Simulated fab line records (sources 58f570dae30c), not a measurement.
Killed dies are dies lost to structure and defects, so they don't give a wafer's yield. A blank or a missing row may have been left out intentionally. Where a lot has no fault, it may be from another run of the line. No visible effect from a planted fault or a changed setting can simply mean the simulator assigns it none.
A struck lot beside a sound one ; flow berkeley cmos170 ; 15 steps out of a route of 331
Sound: wafers L176.2, L176.4, L176.6. The struck wafers were L183.1, L183.2, L183.3. The cause comes at the end.
At each step with rows: each side's tool, then ch and its chambers, then its first start. Under that, the readings that differ: sound wafers ; struck wafers ; difference of the means ; sigmas: that difference in standard deviations of wafers without a fault.
alike: a reading whose means differ by less than 2 such deviations, as well as words and numbers matching on both sides. not compared: withheld readings; readings where some wafer has no value; bounds like >300 that might hide an equal value; numbers whose values overlap and for which the record gives no deviation.
A row with sigmas, a row that says differs or no value, or rows on one side alone: a step with any of these is where the two part. Numbers that don't overlap but have no deviation are shown without sigmas and don't part them. A reading missing from all wafers of one side parts the sides only when that side holds two or more wafers.

UCB170_NLDD_OVL_MEAS_07:
  sound: overlay-02 at day 7 08:08; struck: overlay-01 at day 9 01:37
  alike: NLDD_OVL
then, 2 steps without rows for these wafers: UCB170_NLDD_IMPLANT_08; UCB170_NLDD_IMPLANT_09.
UCB170_NLDD_STRIP_10: strips in O2.
  sound on plasma asher-03 ch 0,1, day 7 08:28; struck on plasma asher-04 ch 0,1, day 9 01:57
  alike: drypump motor current A, oes product au, strip time to endpoint s
  not compared: rf hours counter h
UCB170_NLDD_TW_MEAS_11:
  sound: film metro-04 at day 7 08:34; struck: film metro-02 at day 9 02:03
  alike: NLDD_TW
then, 1 step without rows for these wafers: UCB170_NLDD_CLEAN_12 (cleans in SPM, time 600 s).
UCB170_SPACER_CVD_00: deposits SiO2 from TEOS/O2, target thk 376 nm, time 47 s.
  sound on pecvd-04 ch 1,2, day 7 08:56; struck on pecvd-01 ch 0,1,2, day 9 02:17
  alike: heater power w
  not compared: since wet clean h
UCB170_SPACER_THK_MEAS_01:
  sound: film metro-02 at day 7 09:00; struck: film metro-03 at day 9 02:19
  alike: SPACER_TEOS_THK
then, 1 step without rows for these wafers: UCB170_SPACER_ANNEAL_02 (time 1800 s).
UCB170_SPACER_ETCHBACK_03: etches SiO2 in CHF3/CF4/Ar, stops on Si, target depth 376 nm, time 100 s.
  sound on rie diel-02 ch 0,3, day 7 11:39; struck on rie diel-01 ch 0,2,3, day 9 04:47
  alike: drypump motor current A, oes product au, throttle valve pct
  not compared: rf hours counter h
then, 2 steps without rows for these wafers: UCB170_PSD_HMDS_00 (prime time 60 s); UCB170_PSD_COAT_01 (resist thk 900 nm).
UCB170_PSD_SOFTBAKE_02: time 60 s.
  sound on litho track-03 ch 0, day 7 12:02; struck on litho track-03 ch 0, day 9 05:09
reading;sound;struck;difference;sigmas
run length s (s);88.84 89.01 88.96;92.04 92.26 91.96;+3.15;+20
then, 1 step without rows for these wafers: UCB170_PSD_EXPOSE_03 (exposes mask PSELECT MOD, target cd 1200 nm).
UCB170_M3_PROBE_99:
  rows exist in the record for the struck wafers here (prober-02, day 10 13:50), but not for the sound ones

== WHERE THEY PART ==
At UCB170_PSD_SOFTBAKE_02 first; at UCB170_M3_PROBE_99 last (within this record only).

WHY: what had been put in by the simulator
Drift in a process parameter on litho track-03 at UCB170_PSD_SOFTBAKE_02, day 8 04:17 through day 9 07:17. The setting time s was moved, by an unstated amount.
